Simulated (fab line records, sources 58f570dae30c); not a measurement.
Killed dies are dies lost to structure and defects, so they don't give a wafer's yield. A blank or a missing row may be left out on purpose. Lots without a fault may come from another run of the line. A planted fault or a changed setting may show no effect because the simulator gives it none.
One fault seen from 2 desks | flow berkeley_cmos170 | each desk has only its own numbers; what lay behind them comes last

THE TOOL OWNER'S DESK: rie_metal-04
The tool's own readings at UCB170_M1_METAL_ETCH_12 (etches Al in Cl2/BCl3, stops on PSG, target depth 780 nm, time 130 s): means of the sampled wafers that have a number, for each lot that ran on this tool. A lot is out of limits, marked OUT, if its mean lies more than 4 standard deviations from the usual mean; the brackets give that distance.
Columns: A = drypump_motor_current_A at UCB170_M1_METAL_ETCH_12, usual 5.85 A; B = oes_product_au at UCB170_M1_METAL_ETCH_12, usual 0.847 a.u.; C = run_length_s at UCB170_M1_METAL_ETCH_12, usual 158.19 s; D = throttle_valve_pct at UCB170_M1_METAL_ETCH_12, usual 24.31 %
lot  | first seen here | A    | B     | C                | D
L213 | day 8 22:07     | 5.90 | 0.834 | 157.97           | 24.37
L217 | day 10 00:17    | 5.88 | 0.832 | 158.12           | 24.37
L219 | day 10 18:53    | 5.89 | 0.833 | 158.15           | 24.37
L228 | day 12 20:22    | 5.77 | 0.887 | 148.88 (-39) OUT | 24.22
This desk's finding: out of limits on L228; first on L228, day 12 20:22 (run_length_s at UCB170_M1_METAL_ETCH_12). In limits: L213, L217, L219.

THE METROLOGY DESK
What the gauges read, lot by lot, whatever tool the lot ran on: means of the sampled wafers that have a number. A lot is out of limits, marked OUT, if its mean lies more than 4 standard deviations from the usual mean; the brackets give that distance.
Columns: A = cd_nm at UCB170_PSD_CD_MEAS_06, usual 1199.7 nm; B = V1_OVL at UCB170_V1_OVL_MEAS_13, usual -1 nm
lot  | first seen here | A      | B
L209 | day 7 16:41     | 1198.3 | 6
L210 | day 7 16:53     | 1199.8 | -1
L213 | day 8 09:38     | 1201.7 | -6
L211 | day 8 09:50     | 1199.5 | -4
L216 | day 8 18:25     | 1200.2 | 6
L214 | day 8 18:53     | 1198.1 | 5
L217 | day 9 10:35     | 1198.9 | -5
L220 | day 10 01:49    | 1198.8 | -5
L219 | day 10 02:15    | 1200.5 | -6
L218 | day 10 02:23    | 1200.3 | 3
L227 | day 11 18:02    | 1197.6 | 9
L232 | day 12 02:14    | 1202.4 | -1
L228 | day 12 09:23    | 1200.1 | -12
This desk's finding: nothing out of limits on any of the 13 lots.

PUT TOGETHER
The tool owner's desk could have raised an alarm at day 12 20:22, on L228.
The metrology desk saw nothing out of limits.
The metrology desk has L228 on record, within its limits.
Of the lots named, all ran UCB170_M1_METAL_ETCH_12 on rie_metal-04.

WHAT THE SIMULATOR HAD PUT IN
Process parameter drift: rie_metal-04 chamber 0, from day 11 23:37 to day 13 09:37, at UCB170_M1_METAL_ETCH_12. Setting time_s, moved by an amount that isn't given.
Lots struck among those shown: L228.
Hours from the fault's start to each desk's first reading out of limits: the tool owner's desk, 21.
